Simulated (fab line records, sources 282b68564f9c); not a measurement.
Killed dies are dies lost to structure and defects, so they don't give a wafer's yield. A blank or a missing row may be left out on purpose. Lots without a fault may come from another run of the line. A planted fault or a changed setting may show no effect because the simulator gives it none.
A struck lot beside a sound one | flow rit_cmos | 43 steps out of a route of 202
Sound: wafers L112.3, L112.4, L112.5. Struck: wafers L117.2, L117.4, L117.5. The cause comes at the end.
At each step with rows: each side's tool, then ch and its chambers, then its first start. Under that, the readings that differ: sound wafers | struck wafers | difference of the means | sigmas: that difference in standard deviations of wafers without a fault.
alike: readings whose means differ by less than 2 such deviations, and words and numbers that are the same on both sides. not compared: withheld readings, readings that some wafer has no value for, bounds like >300 that may hide the same value, and numbers for which the record gives no deviation and whose values overlap.
The two part at a step that has a row with sigmas, a row that says differs or no value, or rows on one side only. Numbers that don't overlap but have no deviation are shown without sigmas and don't part them. A reading that every wafer of one side lacks parts them only if that side has two wafers or more.

RIT_GATE_THK_MEAS_07:
  sound on film_metro-03, day 3 19:55; struck on film_metro-02, day 4 17:13
  alike: GATE_OXIDE_THK
then, 1 step without rows for these wafers: RIT_GATE_CVD_08 (deposits poly-Si from SiH4, target thk 250 nm, time 2220 s).
RIT_GATE_THK_MEAS_09:
  sound on film_metro-02, day 3 22:24; struck on film_metro-02, day 4 19:42
  alike: GATE_POLY_THK
then, 6 steps without rows for these wafers: RIT_GATE_HMDS_10 (prime time 60 s); RIT_GATE_COAT_11 (resist thk 850 nm); RIT_GATE_SOFTBAKE_12 (time 60 s); RIT_GATE_EXPOSE_13 (exposes mask M6, target cd 150 nm); RIT_GATE_PEB_14; RIT_GATE_DEVELOP_15 (develop time 50 s).
RIT_GATE_CD_MEAS_16: target cd 150 nm.
  sound on cd_sem-02, day 3 23:27; struck on cd_sem-01, day 4 20:37
  alike: cd_nm
RIT_GATE_OVL_MEAS_17:
  sound on overlay-01, day 3 23:32; struck on overlay-01, day 4 20:44
  alike: GATE_OVL
then, 1 step without rows for these wafers: RIT_GATE_HARDBAKE_18 (time 60 s).
RIT_GATE_ETCH_19: etches poly-Si in SF6/CHF3/O2, stops on SiO2, time 165 s, target depth 312.5 nm.
  sound on rie_si-02 ch 0,2, day 3 23:43; struck on rie_si-01 ch 2,3, day 4 20:55
  alike: chamber_pressure_mTorr, drypump_motor_current_A, oes_product_au, throttle_valve_pct
  not compared: rf_hours_counter_h
RIT_GATE_STRIP_20: strips in O2, time 180 s.
  sound on plasma_asher-01 ch 0,1, day 3 23:53; struck on plasma_asher-04 ch 0, day 4 21:01
  alike: chamber_pressure_mTorr, drypump_motor_current_A, rf_refl_power_W
  not compared: rf_hours_counter_h
RIT_GATE_CD_MEAS_90: target cd 150 nm.
  sound on cd_sem-02, day 4 00:02; struck on cd_sem-02, day 4 21:13
  alike: cd_nm
then, 4 steps without rows for these wafers: RIT_REOX_CLEAN_00 (cleans in SC1, time 600 s); RIT_REOX_CLEAN_01 (cleans in dHF, time 30 s); RIT_REOX_CLEAN_02 (cleans in SC2, time 600 s); RIT_REOX_OXIDATION_03 (target thk 25.2 nm, ox time 5580 s).
RIT_REOX_THK_MEAS_04:
  sound on film_metro-03, day 4 03:04; struck on film_metro-03, day 5 00:14
  reading             | sound          | struck         | difference | sigmas
  REOX_OXIDE_THK (nm) | 25.8 25.4 26.3 | 25.0 24.5 24.7 | -1.1       | -2
then, 6 steps without rows for these wafers: RIT_NLDD_HMDS_00 (prime time 60 s); RIT_NLDD_COAT_01 (resist thk 1000 nm); RIT_NLDD_SOFTBAKE_02 (time 60 s); RIT_NLDD_EXPOSE_03 (exposes mask M7, target cd 40700 nm); RIT_NLDD_PEB_04; RIT_NLDD_DEVELOP_05 (develop time 50 s).
RIT_NLDD_OVL_MEAS_06:
  sound on overlay-01, day 4 04:05; struck on overlay-02, day 5 01:16
  alike: NLDD_OVL
then, 2 steps without rows for these wafers: RIT_NLDD_HARDBAKE_07 (time 60 s); RIT_NLDD_IMPLANT_08.
RIT_NLDD_STRIP_09: strips in O2, time 180 s.
  sound on plasma_asher-03 ch 0,1, day 4 04:28; struck on plasma_asher-04 ch 0,1, day 5 01:36
  alike: chamber_pressure_mTorr, drypump_motor_current_A, rf_refl_power_W
  not compared: rf_hours_counter_h
RIT_NLDD_TW_MEAS_10:
  sound on film_metro-01, day 4 04:36; struck on film_metro-03, day 5 01:47
  alike: NLDD_TW
then, 6 steps without rows for these wafers: RIT_PLDD_HMDS_00 (prime time 60 s); RIT_PLDD_COAT_01 (resist thk 1000 nm); RIT_PLDD_SOFTBAKE_02 (time 60 s); RIT_PLDD_EXPOSE_03 (exposes mask M8, target cd 40900 nm); RIT_PLDD_PEB_04; RIT_PLDD_DEVELOP_05 (develop time 50 s).
RIT_PLDD_OVL_MEAS_06:
  sound on overlay-02, day 4 05:30; struck on overlay-01, day 5 02:41
  reading       | sound          | struck      | difference | sigmas
  PLDD_OVL (nm) | -1.9 -1.2 -2.4 | 1.4 0.4 1.7 | +3.0       | +2
then, 2 steps without rows for these wafers: RIT_PLDD_HARDBAKE_07 (time 60 s); RIT_PLDD_IMPLANT_08.
RIT_PLDD_STRIP_09: strips in O2, time 180 s.
  sound on plasma_asher-02 ch 0,1, day 4 05:53; struck on plasma_asher-04 ch 0,1, day 5 03:01
  alike: chamber_pressure_mTorr, drypump_motor_current_A, rf_refl_power_W
  not compared: rf_hours_counter_h
RIT_PLDD_TW_MEAS_10:
  sound on film_metro-02, day 4 06:01; struck on film_metro-02, day 5 03:12
  alike: PLDD_TW
RIT_M1_PROBE_99:
  sound on prober-01, day 4 19:45; struck on prober-02, day 5 16:41
  reading             | sound | struck   | difference | sigmas
  killed_at_front_end | 7 6 4 | 32 36 38 | +30        | +10
  killed_dies         | 7 6 4 | 32 36 38 | +30        | +10
  alike: killed_at_M0_to_M3, killed_at_contacts, killed_open, killed_short

WHERE THEY PART
First at RIT_REOX_THK_MEAS_04; last, within this record, at RIT_M1_PROBE_99.

WHY: what the simulator had put in
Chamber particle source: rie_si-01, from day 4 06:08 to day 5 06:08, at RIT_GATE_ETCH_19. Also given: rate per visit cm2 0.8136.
